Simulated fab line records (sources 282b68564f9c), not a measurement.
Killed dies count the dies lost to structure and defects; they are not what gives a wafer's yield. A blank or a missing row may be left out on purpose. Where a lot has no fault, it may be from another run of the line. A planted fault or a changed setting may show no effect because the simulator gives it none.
Struck lot and sound lot, side by side || flow rit-cmos || 34 out of 202 route steps
Sound: these wafers, L762.3, L762.5, L762.6. Wafers L770.3, L770.4, L770.5 were the ones struck. The cause is given at the end.
Per side, at each step with rows, come the tool, then ch with its chambers, and then its first start. Under that, the readings that differ: sound wafers || struck wafers || difference of the means || sigmas: that difference in standard deviations of wafers without a fault.
alike: words and numbers the same on both sides, and readings whose means are apart by under 2 such deviations; not compared: readings that were withheld, readings missing a value for some wafer, numbers with overlapping values and no deviation given by the record, and bounds like >300 which may hide the same value.
Wherever a step has rows on one side only, a row that says differs or no value, or a row with sigmas, the two part there. Numbers that don't overlap but have no deviation are shown without sigmas and don't part them. A reading that every wafer of one side lacks parts them only if that side has two wafers or more.

first, 2 steps without rows for these wafers: RIT_SPACER_CLEAN_02 (cleans in SC2, time 600 s); RIT_SPACER_CVD_03 (deposits Si3N4 from SiH2Cl2/NH3, target thk 250 nm, time 3300 s).
RIT_SPACER_THK_MEAS_04:
  sound on film-metro-02 at day 3 13:50; struck on film-metro-01 at day 5 00:15
  alike: SPACER_NITRIDE_THK
RIT_SPACER_ETCHBACK_05: etches Si3N4 in SF6/CHF3, stops on SiO2, target depth 250 nm, time 240 s.
  sound on rie-diel-02 ch 2,3, day 3 13:52; struck on rie-diel-03 ch 0,1,3, day 5 00:17
  alike: drypump-motor-current-A, oes-product-au, throttle-valve-pct
  not compared: rf-hours-counter-h
then, 6 steps without rows for these wafers: RIT_NSD_HMDS_00 (prime time 60 s); RIT_NSD_COAT_01 (resist thk 1000 nm); RIT_NSD_SOFTBAKE_02 (time 60 s); RIT_NSD_EXPOSE_03 (exposes mask M9, target cd 40700 nm); RIT_NSD_PEB_04; RIT_NSD_DEVELOP_05 (develop time 50 s).
RIT_NSD_OVL_MEAS_06:
  sound on overlay-02 at day 3 15:01; struck on overlay-01 at day 5 01:19
  alike: NSD_OVL
then, 1 step without rows for these wafers: RIT_NSD_HARDBAKE_07 (time 60 s).
RIT_NSD_IMPLANT_08:
  sound on implanter-03 ch 0, day 3 15:14; struck on implanter-03 ch 0, day 5 01:32
{"reading": "dose-ions-cm2", "sound": "9.989e+14 9.998e+14 9.988e+14", "struck": "1.0194e+15 1.0204e+15 1.0191e+15", "difference": "+2.0467e+13", "sigmas": "+21"}
  alike: beam-energy-keV
RIT_NSD_STRIP_09: strips in O2, time 180 s.
  sound on plasma-asher-01 ch 0,1, day 3 15:23; struck on plasma-asher-02 ch 0,1, day 5 01:41
  alike: drypump-motor-current-A
  not compared: rf-hours-counter-h
RIT_NSD_TW_MEAS_10:
  sound on film-metro-04 at day 3 15:31; struck on film-metro-02 at day 5 01:49
{"reading": "NSD_TW", "sound": "3086 3098 3097", "struck": "3190 3180 3201", "difference": "+97", "sigmas": "+2"}
then, 6 steps without rows for these wafers: RIT_PSD_HMDS_00 (prime time 60 s); RIT_PSD_COAT_01 (resist thk 1000 nm); RIT_PSD_SOFTBAKE_02 (time 60 s); RIT_PSD_EXPOSE_03 (exposes mask M10, target cd 40900 nm); RIT_PSD_PEB_04; RIT_PSD_DEVELOP_05 (develop time 50 s).
RIT_PSD_OVL_MEAS_06:
  sound on overlay-01 at day 3 16:26; struck on overlay-02 at day 5 02:51
  alike: PSD_OVL
then, 2 steps without rows for these wafers: RIT_PSD_HARDBAKE_07 (time 60 s); RIT_PSD_IMPLANT_08.
RIT_PSD_STRIP_09: strips in O2, time 180 s.
  sound on plasma-asher-01 ch 0,1, day 3 16:49; struck on plasma-asher-04 ch 0,1, day 5 03:14
  alike: drypump-motor-current-A
  not compared: rf-hours-counter-h
RIT_PSD_TW_MEAS_10:
  sound on film-metro-04 at day 3 16:57; struck on film-metro-04 at day 5 03:22
  alike: PSD_TW
then, 3 steps without rows for these wafers: RIT_SDANNEAL_CLEAN_00 (cleans in SC1, time 600 s); RIT_SDANNEAL_CLEAN_01 (cleans in dHF, time 30 s); RIT_SDANNEAL_CLEAN_02 (cleans in SC2, time 600 s).
RIT_SDANNEAL_RTA_03: time 5 s.
  sound on rtp-anneal-02 ch 0, day 3 17:23; struck on rtp-anneal-02 ch 0, day 5 03:48
  alike: wafer_temp_C_max
RIT_SDANNEAL_RS_MEAS_04: the measuring method here is four-point-probe.
  sound on film-metro-02 at day 3 17:28; struck on film-metro-03 at day 5 03:53
{"reading": "PSD_RS (ohm/sq)", "sound": "116.4 116.9 116.7", "struck": "115.2 115.4 115.6", "difference": -1.3, "sigmas": -4}
RIT_SDANNEAL_RS_MEAS_05: the measuring method here is four-point-probe.
  sound on film-metro-02 at day 3 17:35; struck on film-metro-03 at day 5 04:00
{"reading": "NSD_RS (ohm/sq)", "sound": "84.42 84.35 84.27", "struck": "82.83 82.68 82.91", "difference": -1.54, "sigmas": -5}
RIT_SDANNEAL_RS_MEAS_06: the measuring method here is four-point-probe.
  sound on film-metro-02 at day 3 17:43; struck on film-metro-03 at day 5 04:07
{"reading": "PLDD_RS (ohm/sq)", "sound": "179.1 178.5 178.9", "struck": "177.7 177.2 177.7", "difference": -1.3, "sigmas": -3}
RIT_M1_PROBE_99:
  sound on prober-01 at day 4 00:57; struck on prober-02 at day 5 11:28
  alike: killed-at-front-end, killed-dies, killed-open, killed-short

## WHERE THEY PART
First at RIT_NSD_IMPLANT_08; last, within this record, at RIT_SDANNEAL_RS_MEAS_06. Later steps at which nothing parts them and some readings are alike: RIT_M1_PROBE_99.

WHY: the cause the simulator had injected
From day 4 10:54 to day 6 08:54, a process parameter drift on implanter-03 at RIT_NSD_IMPLANT_08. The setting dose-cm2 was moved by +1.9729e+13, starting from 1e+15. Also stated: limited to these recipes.
